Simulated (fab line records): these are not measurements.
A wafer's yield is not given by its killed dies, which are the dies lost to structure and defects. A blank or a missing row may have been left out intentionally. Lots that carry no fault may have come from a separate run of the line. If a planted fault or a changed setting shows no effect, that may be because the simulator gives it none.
Comparing a struck lot with a sound one / flow rit-cmos / 18 steps out of a route of 202
Sound: these wafers, L123.2, L123.3, L123.5. Struck: wafer L129.3. (L129.1, L129.4 of the same lot were not struck and are left out.) The cause comes at the end.
At each step with rows: each side's tool, then ch and its chambers, then its first start. Under that, the readings that differ: sound wafers / struck wafers / difference of the means / sigmas: that difference in standard deviations of wafers without a fault.
alike: readings with means less than 2 such deviations apart, plus words and numbers identical on both sides. not compared: withheld readings, readings lacking a value on some wafer, bounds such as >300 that could conceal the same value, and numbers that have no deviation in the record and whose values overlap.
Wherever a step has rows on one side only, a row that says differs or no value, or a row with sigmas, the two part there. Numbers that don't overlap but have no deviation are shown without sigmas and don't part them. A reading that every wafer of one side lacks parts them only if that side has two wafers or more.

RIT_M1_SPUTTER_00: material Al, target thk 400 nm, time 500 s.
  sound on pvd-sputter-01, day 4 01:10; struck on pvd-sputter-04, day 5 06:31
  alike: throttle-valve-pct
RIT_M1_RS_MEAS_01: the measuring method here is four-point-probe.
  sound on film-metro-01, day 4 01:31; struck on film-metro-02, day 5 06:49
  alike: M1_AL_RS
RIT_M1_THK_MEAS_02: measures by xrf.
  sound on film-metro-01, day 4 01:38; struck on film-metro-02, day 5 06:56
  alike: M1_AL_THK
then, 6 steps without rows for these wafers: RIT_M1_HMDS_03 (prime time 60 s); RIT_M1_COAT_04 (resist thk 1300 nm); RIT_M1_SOFTBAKE_05 (time 60 s); RIT_M1_EXPOSE_06 (exposes mask M12, target cd 2600 nm); RIT_M1_PEB_07; RIT_M1_DEVELOP_08 (develop time 68 s).
RIT_M1_CD_MEAS_09: the cd target is 2600 nm.
  sound on cd-sem-01, day 4 02:35; struck on cd-sem-02, day 5 07:58
  alike: cd-nm
RIT_M1_OVL_MEAS_10:
  sound on overlay-01, day 4 02:41; struck on overlay-01, day 5 08:05
  alike: M1_OVL
then, 1 step without rows for these wafers: RIT_M1_HARDBAKE_11 (time 120 s).
RIT_M1_METAL_ETCH_12: etches Al in Cl2/BCl3, stops on SiO2, time 165 s, target depth 600 nm.
  sound on rie-metal-04 ch 0,1, day 4 02:58; struck on rie-metal-04 ch 0, day 5 08:23
reading=oes-product-au (a.u.); sound=0.785 0.773 0.774; struck=0.989; difference=+0.212; sigmas=+28
reading=run-length-s (s); sound=193.12 193.25 193.73; struck=127.26; difference=-66.11; sigmas=-99 or more
reading=model.NOVOLAK_of_M1_COAT_04.thk-nm (nm); sound=805.7 809.4 807.8; struck=940.4; difference=+132.8; sigmas=
reading=model.M1.feature-depth-nm (nm); sound=434.9 428.8 436.1; struck=353.9; difference=-79.4; sigmas=
reading=model.etch.depth-nm (nm); sound=402.3 396.6 403.9; struck=353.9; difference=-47.0; sigmas=
  alike: drypump-motor-current-A, throttle-valve-pct
  not compared: rf-hours-counter-h
then, 1 step without rows for these wafers: RIT_M1_STRIP_13 (strips in nmp, time 600 s).
RIT_M1_STRIP_14: strips in O2, time 180 s.
  sound on plasma-asher-04 ch 0,1, day 4 03:19; struck on plasma-asher-04 ch 0, day 5 08:44
  alike: drypump-motor-current-A
  not compared: rf-hours-counter-h
RIT_M1_CD_MEAS_90: the cd target is 2600 nm.
  sound on cd-sem-01, day 4 03:31; struck on cd-sem-02, day 5 08:55
reading=cd-nm (nm); sound=2598.6 2599.1 2599.1; struck=2607.2; difference=+8.3; sigmas=+3
then, 1 step without rows for these wafers: RIT_M1_ANNEAL_15 (time 1800 s).
RIT_M1_PROBE_99:
  sound on prober-02, day 4 05:17; struck on prober-02, day 5 10:45
reading=hold; sound=- - -; struck=await-dispo/3.0h/release; difference=no value on the sound wafers; sigmas=
reading=defect-limited-yield (%); sound=98.9 96.6 97.3; struck=0; difference=-98; sigmas=-75
reading=killed_at_M0_to_M3; sound=0 0 0; struck=256; difference=+256; sigmas=+99 or more
reading=killed-at-contacts; sound=2 0 1; struck=0; difference=-1; sigmas=-3
reading=killed-dies; sound=3 9 7; struck=264; difference=+258; sigmas=+76
reading=killed-on-rim; sound=1 4 3; struck=70; difference=+67; sigmas=+45
reading=sort_bin_5_function (%); sound=0.4 0.8 1.5; struck=98.5; difference=+97.6; sigmas=+99 or more
reading=sort-n-pass; sound=261 255 257; struck=0; difference=-258; sigmas=-76
reading=sort-yield-pct (%); sound=98.9 96.6 97.3; struck=0; difference=-98; sigmas=-75
reading=model.etest.tester.sort-n-pass; sound=261 255 257; struck=0; difference=-258; sigmas=
reading=model.etest.tester.sort-yield-pct (%); sound=98.86 96.59 97.35; struck=0; difference=-98; sigmas=
reading=model.etest.tester.sort_bin_5_pct (%); sound=0.3788 0.7576 1.515; struck=98.48; difference=+97.60; sigmas=
reading=model.etest.npoly-sal.short; sound=0 0 0; struck=1; difference=+1; sigmas=
reading=model.etest.contact-diode-array.over-limit; sound=0 0 0; struck=1; difference=+1; sigmas=
reading=model.etest.vpnp.short; sound=0 0 0; struck=1; difference=+1; sigmas=
reading=model.etest.pldd.short; sound=0 0 0; struck=1; difference=+1; sigmas=
reading=model.etest.antenna-contact.short; sound=0 0 0; struck=1; difference=+1; sigmas=
  alike: killed-at-front-end, killed-open, killed-short, sort_bin_3_pad_short, sort_bin_6_memory

WHERE THEY PART
Earliest at RIT_M1_METAL_ETCH_12; latest, in this record, at RIT_M1_PROBE_99.

WHY: what had been put in by the simulator
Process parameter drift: rie-metal-04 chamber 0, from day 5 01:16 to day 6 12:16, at RIT_M1_METAL_ETCH_12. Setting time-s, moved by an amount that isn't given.
